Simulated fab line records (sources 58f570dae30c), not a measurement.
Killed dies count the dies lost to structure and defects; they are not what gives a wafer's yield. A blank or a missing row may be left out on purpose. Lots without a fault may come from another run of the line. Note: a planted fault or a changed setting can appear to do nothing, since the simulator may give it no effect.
A lot that was struck, set against a sound lot	flow berkeley cmos170	15 out of 331 route steps
Sound: the wafers L658.1, L658.2, L658.6. Wafers struck: L653.1, L653.3, L653.5. The cause is named last.
Order at every step that has rows: each side's tool, ch and its chambers, its first start. Under that, the readings that differ: sound wafers	struck wafers	difference of the means	sigmas: that difference in standard deviations of wafers without a fault.
alike: readings with means less than 2 such deviations apart, plus words and numbers identical on both sides. not compared: withheld readings, readings lacking a value on some wafer, bounds such as >300 that could conceal the same value, and numbers that have no deviation in the record and whose values overlap.
Wherever a step has rows on one side only, a row that says differs or no value, or a row with sigmas, the two part there. Non-overlapping numbers with no deviation appear without sigmas and do not part them. A reading that every wafer of one side lacks parts them only if that side has two wafers or more.

UCB170_NSD_PEB_04:
  sound on litho track-02 ch 0, day 12 17:02; struck on litho track-01 ch 0, day 11 18:35
  alike: plate sensor t centre C, plate sensor t edge C
then, 1 step without rows for these wafers: UCB170_NSD_DEVELOP_05 (develop time 45 s).
UCB170_NSD_CD_MEAS_06: the cd target is 1200 nm.
  sound on cd sem-02 at day 12 17:19; struck on cd sem-01 at day 11 18:52
  alike: cd nm
UCB170_NSD_OVL_MEAS_07:
  sound on overlay-02 at day 12 17:26; struck on overlay-02 at day 11 18:59
  alike: NSD_OVL
then, 1 step without rows for these wafers: UCB170_NSD_IMPLANT_08.
UCB170_NSD_STRIP_09: strips in O2.
  sound on plasma asher-03 ch 0,1, day 12 17:37; struck on plasma asher-01 ch 0,1, day 11 19:10
  alike: drypump motor current A, oes product au, strip time to endpoint s
  not compared: rf hours counter h
UCB170_NSD_TW_MEAS_10:
  sound on film metro-03 at day 12 17:43; struck on film metro-03 at day 11 19:16
  alike: NSD_TW
then, 4 steps without rows for these wafers: UCB170_NSD_CLEAN_11 (cleans in SPM, time 600 s); UCB170_BACKSIDE_HMDS_00 (prime time 60 s); UCB170_BACKSIDE_COAT_01 (resist thk 900 nm); UCB170_BACKSIDE_SOFTBAKE_02 (time 60 s).
UCB170_BACKSIDE_STRIP_03: strips in O2.
  sound on plasma asher-01 ch 0,1, day 12 18:27; struck on plasma asher-02 ch 0,1, day 11 20:04
  alike: drypump motor current A, oes product au, strip time to endpoint s
  not compared: rf hours counter h
UCB170_BACKSIDE_CLEAN_04: cleans in SPM, time 600 s.
  sound on wet bench-03 ch 1, day 12 18:43; struck on wet bench-01 ch 2, day 11 20:10
  no value came back on the struck wafers for bath guard temp C (C), bath heat duty pct (%); on the sound wafers bath guard temp C (C) reads 119.8 120.2 120.2
UCB170_SDANNEAL_RTA_00: time 10 s.
  sound on rtp anneal-01 ch 0, day 12 18:54; struck on rtp anneal-02 ch 0, day 11 20:20
reading	sound	struck	difference	sigmas
lamp power pct (%)	25.8 25.8 25.8	23.0 23.0 22.9	-2.8	-2
  alike: anneal temp c max, wafer_temp_C_max
then, 1 step without rows for these wafers: UCB170_M3_PROBE_99.

== WHERE THEY PART ==
First at UCB170_BACKSIDE_CLEAN_04; last, within this record, at UCB170_SDANNEAL_RTA_00.

WHY: whatever the simulator had introduced
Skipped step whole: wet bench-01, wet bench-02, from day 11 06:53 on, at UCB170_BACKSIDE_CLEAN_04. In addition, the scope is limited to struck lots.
